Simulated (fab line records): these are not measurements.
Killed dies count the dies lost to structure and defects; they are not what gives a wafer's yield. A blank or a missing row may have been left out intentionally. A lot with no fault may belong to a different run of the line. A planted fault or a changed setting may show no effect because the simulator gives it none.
Split-lot study + flow berkeley_cmos170 + on a route of 331 steps: 5 lots, 23 wafers read

## ABOUT THE SPLIT
At UCB170_NSD_IMPLANT_08, the setting dose_cm2 was moved away from the recipe's 3e+15 on 11 of the 23 wafers read, by -3.8% to +6.9%. For the rest of the wafers, this setting stayed at what the recipe calls for.

## FROM THE SPLIT TO THE READING: what the file shows between them, 3 steps
- UCB170_NSD_STRIP_09: strips in O2
- UCB170_NSD_CLEAN_11: cleans in SPM, time 600 s
- UCB170_SDANNEAL_RTA_01: time 5 s

## THE READING
NSD_RS (ohm/sq), read at UCB170_SDANNEAL_RS_MEAS_03 with a four-point probe. A value of 37.28 ohm/sq with a standard deviation of 0.11 ohm/sq is what fault-free wafers of this fab line usually give.

| wafer  | tool, chamber at the split | dose_cm2 as run | against the recipe | NSD_RS, ohm/sq | against lot-mates on the recipe |
|--------|----------------------------|-----------------|--------------------|----------------|---------------------------------|
| L074.1 | implanter-02, 0            | 3e+15           | recipe             | 37.19          | -                               |
| L074.2 | implanter-02, 0            | 3.133e+15       | +4.4%              | 36.49          | -0.71                           |
| L074.4 | implanter-02, 0            | 3e+15           | recipe             | 37.22          | -                               |
| L074.5 | implanter-02, 0            | 3.133e+15       | +4.4%              | 36.44          | -0.76                           |
| L074.6 | implanter-02, 0            | 3e+15           | recipe             | 37.20          | -                               |
| L075.1 | implanter-03, 0            | 3e+15           | recipe             | 37.20          | -                               |
| L075.2 | implanter-03, 0            | 3e+15           | recipe             | 37.16          | -                               |
| L075.3 | implanter-03, 0            | 3.206e+15       | +6.9%              | 36.13          | -1.05                           |
| L075.5 | implanter-03, 0            | 3.206e+15       | +6.9%              | 36.06          | -1.12                           |
| L075.6 | implanter-03, 0            | 3.206e+15       | +6.9%              | 36.07          | -1.11                           |
| L076.1 | implanter-04, 0            | 3e+15           | recipe             | 37.31          | -                               |
| L076.2 | implanter-04, 0            | 3e+15           | recipe             | 37.40          | -                               |
| L076.3 | implanter-04, 0            | 3.206e+15       | +6.9%              | 36.27          | -1.09                           |
| L076.4 | implanter-04, 0            | 3.206e+15       | +6.9%              | 36.22          | -1.14                           |
| L076.5 | implanter-04, 0            | 3.206e+15       | +6.9%              | 36.18          | -1.18                           |
| L078.1 | implanter-04, 0            | 3e+15           | recipe             | 37.25          | -                               |
| L078.2 | implanter-04, 0            | 3e+15           | recipe             | 37.15          | -                               |
| L078.4 | implanter-04, 0            | 2.885e+15       | -3.8%              | 37.84          | +0.64                           |
| L078.5 | implanter-04, 0            | 2.885e+15       | -3.8%              | 37.92          | +0.72                           |
| L078.6 | implanter-04, 0            | 2.885e+15       | -3.8%              | 37.79          | +0.59                           |
| L080.4 | implanter-03, 0            | 3e+15           | recipe             | 37.26          | -                               |
| L080.5 | implanter-03, 0            | 3e+15           | recipe             | 37.24          | -                               |
| L080.6 | implanter-03, 0            | 3e+15           | recipe             | 37.34          | -                               |

THE FIT
A straight line over all 23 wafers: NSD_RS changes by -0.16 ohm/sq for each +1% of dose_cm2; r = -0.99; the points scatter about the line by 0.074 ohm/sq.
The same after taking each lot's own level away (the mean of its wafers on the recipe; 23 wafers): -0.164 ohm/sq for each +1%; r = -1.00; scatter 0.042 ohm/sq.
The reading moves by 1.1 ohm/sq for the largest change in dose_cm2, on that fit.
The span of the lots' own levels, 37.180 to 37.355 ohm/sq, comes to 1.6 times the standard deviation stated above.
Consequently the slope shifts little with the lot-to-lot level, the two slopes agreeing.
Check: -1.13 ohm/sq against its lot-mates is what the line predicts for one of the wafers moved furthest among these (+6.9%) when that wafer is left out of the fit. It came out at -1.05 ohm/sq against them.

## ADDITIONAL SPLITS CARRIED BY THESE WAFERS
Note: prior to the reading, these wafers also went through further splits. Each is held against what the fit with the lots' levels taken away leaves over:
| other split on the same wafers   | wafers away from the commonest value | r with NSD_RS (lot level and that fit taken away) |
|----------------------------------|--------------------------------------|---------------------------------------------------|
| UCB170_ACTIVE_CVD_05 time_s      | 18                                   | -0.13                                             |
| UCB170_NVT_IMPLANT_07 dose_cm2   | 9                                    | +0.02                                             |
| UCB170_PVT_IMPLANT_07 energy_kev | 7                                    | -0.01                                             |
| UCB170_PLDD_PEB_04 peb_temp_c    | 11                                   | +0.10                                             |
| UCB170_NLDD_PEB_04 peb_temp_c    | 7                                    | +0.26                                             |
| UCB170_NLDD_IMPLANT_09 dose_cm2  | 11                                   | -0.03                                             |
| UCB170_NSD_EXPOSE_03 dose_mj     | 6                                    | +0.16                                             |

## THE WHOLE CHAIN: every reading that the file lists as answering this split, in the file's order
| step                       | what it does                 | reading                  | change (the file's fit)              | r (the file's) |
|----------------------------|------------------------------|--------------------------|--------------------------------------|----------------|
| UCB170_NSD_STRIP_09        | strips in O2                 | strip_time_to_endpoint_s | withheld for each +1% of the setting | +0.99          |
| UCB170_SDANNEAL_RS_MEAS_03 | measures by four-point-probe | NSD_RS                   | -0.164 for each +1% of the setting   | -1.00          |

## FILE'S OWN FIT
NSD_RS changes by -0.164 ohm/sq for each +1% of dose_cm2, r = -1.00.
